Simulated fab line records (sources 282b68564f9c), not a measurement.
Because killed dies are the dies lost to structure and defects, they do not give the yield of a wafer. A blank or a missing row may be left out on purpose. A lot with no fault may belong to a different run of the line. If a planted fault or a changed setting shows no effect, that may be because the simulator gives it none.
fab line records	flow rit-cmos
record: lots: 7	wafers: 21	last-day: 7
route steps=202 shown NRETRO@60 PRETRO@64 GATE@75 M1@202
lots untouched by any fault: they come from a run of this same line in which no faults occurred
start-h: hours from the record's first day to the start of the lot's first wafer shown	wait-h: hours from the lot's prior step to this one	" unchanged from the row above	L1.1+2: several wafers, shown together as one row	- either no value or no given start	* or withheld: withheld	< > ~ a bound
route shown NAME@n: NAME is a module with steps in the file, n the number in the route of the first one	usual: mean and standard deviation over wafers with no fault	same: alike in all rows	chamber/n: place in a boat	sites: the reading at each site	_std_site: the standard deviation of these	_edge_site: inner sites' mean taken away from outer sites' mean	radius-mm: how far each site lies from the wafer's centre	mask NAME#n: copy n	behind: the tool/chamber that last shaped the wafer	hold: the reason the lot was held/the length of the hold in hours/how it ended	device: names the non-switching transistor (n, p or np)	end of line: the same wafers' tests at the end of the route	a step with no rows: only its recipe	killed: dies lost to structure and defects at the first sort, not the wafer's yield	map: a wafer's dies, x killed, . not, _ none there
set.NAME: the run value of the setting; set.NAME@STEP: its run value at that earlier step	model.NAME: the simulator's own value behind a step, which no gauge read
certain route steps with their lots: each step a table, each wafer a row
services: when a tool's chamber went out of use (start-h, in hours from the record's first day, below 0 if earlier), for how many hours, and the reason
== steps ==
step: RIT_NRETRO_HARDBAKE_07
recipe: resist: NOVOLAK	temp-c: 140	time-s: 120
step: RIT_NRETRO_IMPLANT_08
recipe: species: P	energy-kev: 70	dose-cm2: 1e+13	tilt-deg: 7
step: RIT_NRETRO_STRIP_09
recipe: chemistry: O2	time-s: 180	resist: NOVOLAK	platen-temp-c: withheld	power-w: 500	pressure-mtorr: 4000	o2-flow-sccm: 4000
usual: drypump-motor-current-A: 6.1/0.59	rf-refl-power-W: 7.0/1.2
lot.wafer	tool	chamber	start-h	wait-h	drypump-motor-current-A	rf-hours-counter-h	rf-refl-power-W
L754.1	plasma-asher-03	1	39.57	0.1	5.7	43	7.9
L754.2	"	0	"	"	6.3	43	8.2
L754.4	"	1	"	"	5.8	-	8.1
L757.2	plasma-asher-02	0	56.15	0.1	6.8	37	5.0
L757.4	"	1	"	"	5.0	-	7.0
L757.5	"	1	"	"	4.9	-	7.4
L758.1	plasma-asher-04	1	61.81	0.1	6.6	27	5.9
L758.3	"	0	"	"	5.9	-	8.5
L758.4	"	1	"	"	6.6	-	5.9
L764.1	plasma-asher-03	1	89.55	0.1	5.8	48	7.9
L764.4	"	1	"	"	5.8	-	8.1
L764.5	"	0	"	"	6.4	-	8.0
L768.1	plasma-asher-04	1	111.89	0.1	6.5	31	5.9
L768.5	"	1	"	"	6.6	-	5.8
L768.6	"	0	"	"	5.9	-	7.8
L771.3	plasma-asher-04	1	124.60	0.1	6.6	-	5.8
L771.5	"	0	"	"	5.9	-	8.0
L771.6	"	1	"	"	6.6	-	6.0
L772.2	plasma-asher-04	0	130.05	0.1	5.9	33	8.1
L772.4	"	1	"	"	6.6	-	5.8
L772.6	"	1	"	"	6.6	-	5.7
step: RIT_NRETRO_TW_MEAS_10
usual: NRETRO_TW: 1048/9.5
lot.wafer	tool	chamber	start-h	wait-h	NRETRO_TW
L754.1	film-metro-02	-	39.74	0.1	1044
L754.2	"	-	"	"	1045
L754.4	"	-	"	"	1039
L757.2	film-metro-02	-	56.33	0.1	1046
L757.4	"	-	"	"	1045
L757.5	"	-	"	"	1042
L758.1	film-metro-02	-	61.98	0.1	1037
L758.3	"	-	"	"	1037
L758.4	"	-	"	"	1038
L764.1	film-metro-02	-	89.73	0.1	1042
L764.4	"	-	"	"	1045
L764.5	"	-	"	"	1046
L768.1	film-metro-01	-	112.06	0.1	1063
L768.5	"	-	"	"	1057
L768.6	"	-	"	"	1056
L771.3	film-metro-01	-	124.74	0.1	1061
L771.5	"	-	"	"	1056
L771.6	"	-	"	"	1057
L772.2	film-metro-01	-	130.23	0.1	1061
L772.4	"	-	"	"	1057
L772.6	"	-	"	"	1057
step: RIT_PRETRO_HMDS_00
recipe: prime-time-s: 60	prime-temp-c: 140
step: RIT_PRETRO_COAT_01
recipe: resist: NOVOLAK	spin-rpm: 2000	resist-thk-nm: 1300
step: RIT_PRETRO_SOFTBAKE_02
recipe: resist: NOVOLAK	temp-c: 90	time-s: 60
step: RIT_PRETRO_EXPOSE_03
recipe: mask-id: M5	na: 0.57	target-cd-nm: 43700	dose-mj: 250
step: RIT_PRETRO_PEB_04
recipe: resist: NOVOLAK	temp-c: withheld	time-s: withheld
step: RIT_PRETRO_DEVELOP_05
recipe: resist: NOVOLAK	develop-time-s: 68	dev-temp-c: 23
step: RIT_PRETRO_OVL_MEAS_06
usual: PRETRO_OVL: 0.0/1.5
lot.wafer	tool	chamber	start-h	wait-h	PRETRO_OVL[nm]
L754.1	overlay-01	-	40.68	-	0.0
L754.2	"	-	"	"	-2.1
L754.4	"	-	"	"	0.0
L757.2	overlay-02	-	57.27	-	-1.2
L757.4	"	-	"	"	0.1
L757.5	"	-	"	"	-0.2
L758.1	overlay-02	-	63.05	-	0.5
L758.3	"	-	"	"	-0.2
L758.4	"	-	"	"	-1.5
L764.1	overlay-02	-	90.67	-	-0.1
L764.4	"	-	"	"	-0.8
L764.5	"	-	"	"	-1.3
L768.1	overlay-01	-	113.00	-	-0.4
L768.5	"	-	"	"	2.4
L768.6	"	-	"	"	0.0
L771.3	overlay-01	-	125.71	-	1.0
L771.5	"	-	"	"	0.5
L771.6	"	-	"	"	-0.1
L772.2	overlay-02	-	131.47	-	-1.0
L772.4	"	-	"	"	-0.6
L772.6	"	-	"	"	-2.5
step: RIT_PRETRO_HARDBAKE_07
recipe: resist: NOVOLAK	temp-c: 140	time-s: 120
step: RIT_PRETRO_IMPLANT_08
recipe: species: B	energy-kev: 45	dose-cm2: 1.2e+13	tilt-deg: 7
usual: beam-energy-keV: 44.997/0.014
lot.wafer	tool	chamber	start-h	wait-h	beam-energy-keV	model.implant.rp-nm	model.implant.drp-nm
L754.1	implanter-03	0	40.97	0.2	54.875	172.7	61.68
L754.2	"	0	"	"	54.913	172.7	61.68
L754.4	"	0	"	"	54.893	172.7	61.68
L757.2	implanter-03	0	57.57	0.2	54.892	173.3	61.68
L757.4	"	0	"	"	54.886	173.3	61.68
L757.5	"	0	"	"	54.899	173.3	61.68
L758.1	implanter-03	0	63.33	0.2	54.905	177.9	61.68
L758.3	"	0	"	"	54.899	177.9	61.68
L758.4	"	0	"	"	54.904	177.9	61.68
L764.1	implanter-04	0	90.95	0.2	44.978	147.6	55.07
L764.4	"	0	"	"	44.993	147.6	55.07
L764.5	"	0	"	"	44.979	147.6	55.07
L768.1	implanter-02	0	113.29	0.2	45.001	146.1	55.07
L768.5	"	0	"	"	44.994	146.1	55.07
L768.6	"	0	"	"	44.974	146.1	55.07
L771.3	implanter-04	0	126.03	0.2	44.967	150	55.07
L771.5	"	0	"	"	44.978	150	55.07
L771.6	"	0	"	"	44.979	150	55.07
L772.2	implanter-03	0	131.78	0.2	45.008	148.2	55.07
L772.4	"	0	"	"	45.004	148.2	55.07
L772.6	"	0	"	"	45.023	148.2	55.07
step: RIT_PRETRO_STRIP_09
recipe: chemistry: O2	time-s: 180	resist: NOVOLAK	platen-temp-c: withheld	power-w: 500	pressure-mtorr: 4000	o2-flow-sccm: 4000
usual: drypump-motor-current-A: 6.0/0.49	rf-refl-power-W: 7.3/1
lot.wafer	tool	chamber	start-h	wait-h	drypump-motor-current-A	rf-hours-counter-h	rf-refl-power-W
L754.1	plasma-asher-03	0	41.12	0.1	6.3	43	8.2
L754.2	"	1	"	"	5.8	43	8.2
L754.4	"	1	"	"	5.8	-	8.1
L757.2	plasma-asher-01	1	57.70	0.1	6.0	39	6.8
L757.4	"	1	"	"	6.0	-	6.8
L757.5	"	0	"	"	6.1	-	8.4
L758.1	plasma-asher-03	0	63.48	0.1	6.3	45	7.9
L758.3	"	1	"	"	5.8	-	8.0
L758.4	"	0	"	"	6.4	-	8.0
L764.1	plasma-asher-03	1	91.10	0.1	5.8	48	8.2
L764.4	"	0	"	"	6.3	-	8.1
L764.5	"	0	"	"	6.3	-	7.9
L768.1	plasma-asher-01	1	113.44	0.1	6.0	46	6.8
L768.5	"	0	"	"	6.1	-	8.3
L768.6	"	1	"	"	6.0	-	6.8
L771.3	plasma-asher-02	0	126.19	0.1	6.8	-	5.3
L771.5	"	0	"	"	6.8	-	5.2
L771.6	"	1	"	"	4.9	-	7.3
L772.2	plasma-asher-01	0	131.90	0.1	6.1	48	8.3
L772.4	"	1	"	"	6.0	-	6.7
L772.6	"	1	"	"	6.0	-	6.9
step: RIT_PRETRO_TW_MEAS_10
usual: PRETRO_TW: 475/4.5
lot.wafer	tool	chamber	start-h	wait-h	PRETRO_TW
L754.1	film-metro-04	-	41.29	0.1	497
L754.2	"	-	"	"	497
L754.4	"	-	"	"	495
L757.2	film-metro-02	-	57.88	0.1	486
L757.4	"	-	"	"	485
L757.5	"	-	"	"	484
L758.1	film-metro-04	-	63.66	0.1	492
L758.3	"	-	"	"	494
L758.4	"	-	"	"	493
L764.1	film-metro-03	-	91.28	0.1	473
L764.4	"	-	"	"	473
L764.5	"	-	"	"	473
L768.1	film-metro-02	-	113.62	0.1	472
L768.5	"	-	"	"	468
L768.6	"	-	"	"	474
L771.3	film-metro-04	-	126.33	0.1	477
L771.5	"	-	"	"	478
L771.6	"	-	"	"	475
L772.2	film-metro-04	-	132.09	0.1	477
L772.4	"	-	"	"	479
L772.6	"	-	"	"	475
step: RIT_GATE_WET_ETCH_00
recipe: chemistry: BOE	target: SiO2	target-depth-nm: 56	time-s: 60	dry: n2-spin	dilution: 10:1	temp-c: 21.5
step: RIT_M1_PROBE_99
usual: killed-at-contacts: 0.1/0.28	killed-at-front-end: 6.5/3	killed-dies: 7/3	killed-open: 3.2/2	killed-short: 3.2/1.9
same: gross-dies: 264	killed_at_M0_to_M3: 0	killed_at_M4_up: 0	killed-at-back-side: 0	killed-at-other: 0
lot.wafer	tool	chamber	start-h	wait-h	killed-at-contacts	killed-at-front-end	killed-dies	killed-open	killed-short	model.etest.nmos_0p3.r-on-ohm-um	model.etest.nmos-turned.drive-ua-um	model.etest.nmos_0p15.drive-ua-um	model.etest.nmos-narrow.drive-ua-um	model.etest.nmos_0p3.drive-ua-um	model.etest.nmos_0p15.off-log10-a-um	model.etest.retro-edge-nmos.off-log10-a-um	model.etest.ring.quiet-log10-a
L754.1	prober-01	-	71.37	0.1	0	3	3	2	1	2036	356.2	501.6	247.7	245	-9.326	-9.237	-7.234
L754.2	prober-01	-	71.42	0.1	0	6	6	2	4	2070	349.4	488.5	247.4	241.5	-9.466	-9.39	-7.4
L754.4	prober-01	-	71.52	0.2	0	11	11	6	5	2078	347.8	492.3	247.7	240.3	-9.372	-9.268	-7.324
L757.2	prober-02	-	82.96	0.1	0	4	4	1	3	2130	345.9	471.4	233.7	234.6	-9.578	-9.424	-7.537
L757.4	prober-02	-	83.06	0.2	0	6	6	2	4	2129	352.9	479.4	237.1	238.4	-9.423	-9.357	-7.363
L757.5	prober-02	-	83.11	0.2	0	5	5	2	3	2154	353	479.4	234.5	234.7	-9.288	-9.073	-7.271
L758.1	prober-01	-	90.33	0.1	0	6	6	3	3	2054	343.6	482.1	238.3	242.5	-9.539	-9.38	-7.456
L758.3	prober-01	-	90.43	0.2	0	8	8	4	4	2099	340	478.6	240.8	242.7	-9.688	-9.451	-7.609
L758.4	prober-01	-	90.48	0.2	0	9	9	4	5	2078	360.9	488	242.6	244.7	-9.288	-9.096	-7.197
L764.1	prober-01	-	116.68	0.1	0	9	9	5	4	2137	338.8	476.5	221.4	224.8	-9.897	-9.731	-7.732
L764.4	prober-01	-	116.83	0.2	0	5	5	3	2	2140	340.8	472.4	230.7	227.4	-9.95	-9.875	-7.805
L764.5	prober-01	-	116.88	0.2	0	4	4	3	1	2148	338.4	472.8	225.5	227.8	-10.09	-9.986	-7.844
L768.1	prober-01	-	141.18	0.1	0	9	9	7	2	2162	323	479.1	233.1	226	-9.945	-9.825	-7.493
L768.5	prober-01	-	141.38	0.2	0	13	13	7	6	2164	332.1	494.5	234.3	229	-9.571	-9.455	-7.291
L768.6	prober-01	-	141.43	0.2	0	5	5	2	3	2123	337.1	489.1	234.8	231.6	-9.87	-9.822	-7.375
L771.3	prober-02	-	153.18	0.2	0	7	7	5	2	2087	338.4	501.3	243.7	243.2	-9.528	-9.354	-7.218
L771.5	prober-02	-	153.28	0.2	0	7	7	4	3	2056	331.2	497.1	241.5	246.2	-9.883	-9.845	-7.513
L771.6	prober-02	-	153.33	0.2	0	7	7	3	4	2117	331.2	484.7	238.8	238.5	-9.771	-9.634	-7.522
L772.2	prober-01	-	160.11	0.1	0	3	3	0	3	2094	330.3	485.4	241.8	236.4	-10.07	-10.05	-7.756
L772.4	prober-01	-	160.21	0.2	1	4	5	0	5	2169	319.9	471.1	240.3	233.1	-10.22	-10.12	-7.956
L772.6	prober-01	-	160.31	0.2	0	10	10	7	3	2138	321	471	237.6	231.9	-10.19	-10.03	-7.944
killed by level:class
L754.1 FOX1:geometric-particle:short=1 GATE:geometric-particle:open=1 REOX:geometric-particle:open=1
L754.2 FOX1:geometric-particle:open=1 FOX2:geometric-particle:short=1 GATE:geometric-particle:short=1 REOX:geometric-particle:open=1 REOX:geometric-particle:short=1 SPACER:geometric-particle:short=1
L754.4 GATE:geometric-particle:short=2 REOX:geometric-particle:open=2 FOX1:geometric-particle:short=1 FOX1:geometric-particle:open=1 GATE:geometric-particle:open=1 REOX:geometric-particle:short=1 SPACER:geometric-particle:open=1 SILICIDE:geometric-particle:short=1
L757.2 FOX2:geometric-particle:short=1 GATE:geometric-particle:open=1 GATE:geometric-particle:short=1 SILICIDE:geometric-particle:short=1
L757.4 GATE:geometric-particle:short=3 FOX1:geometric-particle:open=1 GATE:geometric-particle:open=1 REOX:geometric-particle:short=1
L757.5 GATE:geometric-particle:short=2 FOX1:geometric-particle:open=1 GATE:geometric-particle:open=1 SILICIDE:geometric-particle:short=1
L758.1 GATE:geometric-particle:open=2 GATE:geometric-particle:short=2 FOX1:geometric-particle:open=1 SILICIDE:geometric-particle:short=1
L758.3 FOX2:geometric-particle:open=2 GATE:geometric-particle:short=2 SILICIDE:geometric-particle:short=2 GATE:geometric-particle:open=1 SPACER:geometric-particle:open=1
L758.4 GATE:geometric-particle:short=4 GATE:geometric-particle:open=3 SPACER:geometric-particle:open=1 SPACER:geometric-particle:short=1
L764.1 REOX:geometric-particle:open=3 REOX:geometric-particle:short=2 GATE:geometric-particle:open=1 GATE:geometric-particle:short=1 SPACER:geometric-particle:open=1 SPACER:geometric-particle:short=1
L764.4 GATE:geometric-particle:short=2 GATE:geometric-particle:open=1 REOX:geometric-particle:open=1 SPACER:geometric-particle:open=1
L764.5 GATE:geometric-particle:short=1 GATE:geometric-particle:open=1 REOX:geometric-particle:open=1 SILICIDE:geometric-particle:open=1
L768.1 GATE:geometric-particle:open=3 FOX1:geometric-particle:open=2 REOX:geometric-particle:open=2 GATE:geometric-particle:short=1 REOX:geometric-particle:short=1
L768.5 GATE:geometric-particle:open=3 GATE:geometric-particle:short=3 FOX1:geometric-particle:open=2 FOX1:geometric-particle:short=1 REOX:geometric-particle:short=1 REOX:geometric-particle:open=1 SPACER:geometric-particle:open=1 SILICIDE:geometric-particle:short=1
L768.6 FOX1:geometric-particle:short=1 GATE:geometric-particle:short=1 REOX:geometric-particle:open=1 SILICIDE:geometric-particle:open=1 SILICIDE:geometric-particle:short=1
L771.3 ACTIVE:geometric-particle:open=1 FOX2:geometric-particle:open=1 GATE:geometric-particle:short=1 REOX:geometric-particle:open=1 SPACER:geometric-particle:open=1 SPACER:geometric-particle:short=1 SILICIDE:geometric-particle:open=1
L771.5 GATE:geometric-particle:short=2 FOX1:geometric-particle:open=1 FOX1:geometric-particle:short=1 REOX:geometric-particle:open=1 SPACER:geometric-particle:open=1 SILICIDE:geometric-particle:open=1
L771.6 SPACER:geometric-particle:open=2 FOX2:geometric-particle:short=1 GATE:geometric-particle:short=1 GATE:geometric-particle:open=1 SPACER:geometric-particle:short=1 SILICIDE:geometric-particle:short=1
L772.2 REOX:geometric-particle:short=2 FOX1:geometric-particle:short=1
L772.4 GATE:geometric-particle:short=2 FOX1:geometric-particle:short=1 SPACER:geometric-particle:short=1 CONTACT:geometric-particle:short=1
L772.6 GATE:geometric-particle:open=3 FOX1:geometric-particle:open=2 GATE:geometric-particle:short=2 SPACER:geometric-particle:open=2 SPACER:geometric-particle:short=1
== services ==
tool	chamber	start-h	hours	kind
implanter-02	-	25.15	0.7	repair
implanter-04	-	27.00	2.8	repair
implanter-04	-	37.16	0.6	repair
implanter-02	-	41.72	3.7	repair
implanter-03	-	41.97	2.5	repair
implanter-04	-	47.88	2.1	pm
plasma-asher-02	-	50.39	3.1	repair
plasma-asher-04	-	78.37	17.6	repair
implanter-04	-	106.25	1.9	repair
plasma-asher-03	-	108.75	9.0	pm
plasma-asher-03	0	108.75	9.0	vent-cycle
plasma-asher-03	1	108.75	9.0	vent-cycle
plasma-asher-02	-	111.69	0.8	repair
implanter-03	-	113.44	3.2	repair
plasma-asher-03	0	117.75	-	clean
plasma-asher-03	1	117.75	-	clean
plasma-asher-01	-	122.12	4.2	pm
== key ==
first-sign: step: RIT_PRETRO_IMPLANT_08	reading: beam-energy-keV	direction: up	sigmas: 99+	usual: 44.997	struck: 54.896
effect: step: RIT_PRETRO_TW_MEAS_10	reading: PRETRO_TW	direction: up	sigmas: 3.6	usual: 475	struck: 491
model-effect: step: RIT_PRETRO_IMPLANT_08	value: implant.rp-nm	without: 145	struck: 174.6
model-effect: step: RIT_M1_PROBE_99	value: etest.nmos_0p3.r-on-ohm-um	without: 2207	struck: 2092
met-at RIT_PRETRO_IMPLANT_08
struck-wafers L754.1,L754.2,L754.4,L757.2,L757.4,L757.5,L758.1,L758.3,L758.4
tester-left-out L754,L757,L758
fault: kind: process-parameter-drift	tool: implanter-03	chamber: -	onset-h: 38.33	steps: RIT_PRETRO_IMPLANT_08	channel: energy-kev	offset: 9.9	shape: step	end-h: 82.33	acts-in: these-recipes-only	stated: 45
tester-left-out: of these lots the tester's yield and bins aren't shown, on N5 and GAA mostly nor the transistor test; their killed dies are dies lost to structure and defects alone, not to doping, threshold or leakage, so they don't give the yield
